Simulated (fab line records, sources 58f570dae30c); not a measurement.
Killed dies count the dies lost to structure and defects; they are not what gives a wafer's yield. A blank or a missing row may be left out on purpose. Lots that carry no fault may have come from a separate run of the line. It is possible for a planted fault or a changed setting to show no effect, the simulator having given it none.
Problem report, 8D (eight disciplines) form, completed by code	flow berkeley_cmos170	the parts of the form that need people (team, actions taken, sign-off) are left out

## 1. PROBLEM STATEMENT
NLDD_TW at UCB170_NLDD_TW_MEAS_11 reads a mean of 2106 on 9 wafers of 3 lots; wafers without a fault read 2219 with a standard deviation of 12. Measured from the usual mean, that is -9.4 standard deviations.
First seen on wafer L871.1, day 7 17:36, on film_metro-02. At this step, 45 wafers from 15 lots have a number in the record. Rule for "out" (also "out of limits"): further than 4 standard deviations from the usual mean. The rest of the wafers with a number are treated as sound.

## 2. WHAT IT IS AND WHAT IT IS NOT
question	is	is not
which readings at this step	NLDD_TW	-
which lots	L871, L872, L874	L864, L865, L866, L867, L878, L879, L881, L883, L884, L885, L886, L887
which wafers of those lots	all that have a number	-
read on which gauges	film_metro-02, film_metro-03	film_metro-04
when	from day 7 17:36	up to then (12 sound wafers); but 24 sound wafers of L878, L879, L881, L883, L884, L885, L886, L887 came after

## 3. THE SUSPECTS, EACH WITH WHAT RULES IT OUT
Counting: a tool at any process step up to the reading remains a suspect when it ran all the lots that are out and ran no sound lot after the first of those.
- the gauge at UCB170_NLDD_TW_MEAS_11 is ruled out. Those wafers that are out were read across 2 gauges (film_metro-02, film_metro-03).
- implanter-02 at UCB170_NLDD_IMPLANT_09: kept. Every lot that is out went through it, starting with L871 (day 7 17:21), and after that it ran no sound lot; the last sound lot it ran before then is L867 (day 6 20:57).
The count leaves implanter-02 at UCB170_NLDD_IMPLANT_09.

## 4. THE CAUSE (what the simulator had put in)
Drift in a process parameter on implanter-02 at UCB170_NLDD_IMPLANT_09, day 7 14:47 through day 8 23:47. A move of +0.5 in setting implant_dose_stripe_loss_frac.
The count eliminated every tool but this one.

## 5. THE EFFECT CHAIN, in route order
Each row: a reading whose mean over the struck wafers that have a number lies more than 3 standard deviations from the usual. Only readings whose record carries a usual standard deviation are examined. hours: median over the lots of the time between each lot's start at the first step of this table that gives one and its start at this step. sigmas: the change, counted in usual standard deviations.
hours	step	reading	usual	on struck wafers	change	sigmas
0	UCB170_NLDD_TW_MEAS_11	NLDD_TW	2219	2106	-113	-9.4
11	UCB170_SDANNEAL_RS_MEAS_05	NLDD_RS	616.1 ohm/sq	697.3	+81.2	+58

## 6. WHAT WOULD HAVE CAUGHT IT SOONER
The first out-of-limits reading at a measuring or inspecting step in this record came at day 7 17:36, 3 hours after the fault's start at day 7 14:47.
No tool reading at UCB170_NLDD_IMPLANT_09 that has a usual standard deviation in the record was out on any struck wafer, so an alarm limit of 4 standard deviations on those readings would not have fired.
Lots out: 3; of these, L872, L874 started UCB170_NLDD_IMPLANT_09 on implanter-02 after day 7 17:36. A hold on the tool at that time would have spared those 2.
